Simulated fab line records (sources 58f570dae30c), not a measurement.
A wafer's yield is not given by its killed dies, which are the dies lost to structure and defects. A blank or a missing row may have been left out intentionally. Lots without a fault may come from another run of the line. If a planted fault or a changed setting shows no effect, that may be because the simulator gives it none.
A single fault, viewed from 2 desks	flow berkeley cmos170	every desk sees just its own numbers, and what lay behind them comes last

## TOOL OWNER'S DESK, rie si-02
The tool's own readings at UCB170_GATE_ETCH_15 (etches poly-Si in HBr/Cl2, stops on SiO2, time 56.3 s, target depth 278.2 nm): means of the sampled wafers that have a number, for each lot that ran on this tool. A lot is out of limits, marked OUT, if its mean lies more than 4 standard deviations from the usual mean; the brackets give that distance.
Columns: A = drypump motor current A at UCB170_GATE_ETCH_15, usual 5.8 A; B = oes product au at UCB170_GATE_ETCH_15, usual 0.839 a.u.; C = run length s at UCB170_GATE_ETCH_15, usual 84.7 s; D = throttle valve pct at UCB170_GATE_ETCH_15, usual 26.56 %
lot	first seen here	A	B	C	D
L634	day 6 21:40	5.8	0.836	84.7	26.69
L635	day 6 22:13	5.9	0.841	84.5	26.65
L641	day 8 07:33	5.9	0.836	84.7	26.64
L640	day 8 07:46	5.9	0.834	84.3	26.72
L642	day 8 18:43	6.1	0.843	84.5	26.67
L646	day 10 04:42	5.8	0.841	84.6	26.69
L653	day 10 22:31	6.0	0.981 (+13) OUT	76.1 (-20) OUT	26.63
L655	day 11 09:04	6.1	0.992 (+14) OUT	75.9 (-21) OUT	26.62
L651	day 11 09:20	5.7	0.982 (+13) OUT	76.1 (-21) OUT	26.73
This desk's verdict: out of limits on L651, L653, L655, starting with L653 at day 10 22:31 (oes product au at UCB170_GATE_ETCH_15). Within limits: L634, L635, L641, L640, L642, L646.

## AT THE METROLOGY DESK
Means of the sampled wafers that have a number, per lot and without regard to the tool the lot ran on: this is what the gauges read. A lot is out of limits, marked OUT, if its mean lies more than 4 standard deviations from the usual mean; the brackets give that distance.
Columns: A = V1_BOW at UCB170_V1_BOW_MEAS_03, usual 18 um
lot	first seen here	A
L634	day 8 04:02	21
L635	day 8 05:19	26
L636	day 8 13:19	16
L641	day 9 11:06	26
L640	day 9 12:24	15
L643	day 9 22:31	14
L642	day 9 23:52	12
L645	day 11 00:46	15
L647	day 11 03:37	22
L646	day 11 07:32	13
L653	day 12 00:41	15
L654	day 12 10:38	17
L655	day 12 13:13	24
L651	day 12 14:30	13
L657	day 13 01:32	21
This desk's verdict: no lot among the 15 shows anything out of limits.

## BROUGHT TOGETHER
The tool owner's desk could have raised an alarm at day 10 22:31, on L651, L653, L655.
At the metrology desk, nothing out of limits was observed.
The metrology desk has L651, L653, L655 on record, within its limits.
UCB170_GATE_ETCH_15 was run on rie si-02 by each of the lots named.

## WHAT THE SIMULATOR PUT IN
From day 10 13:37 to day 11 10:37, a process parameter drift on rie si-02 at UCB170_GATE_ETCH_15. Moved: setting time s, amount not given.
Shown lots that were struck: L651, L653, L655.
Hours from the fault's start to each desk's first reading out of limits: the tool owner's desk, 9.
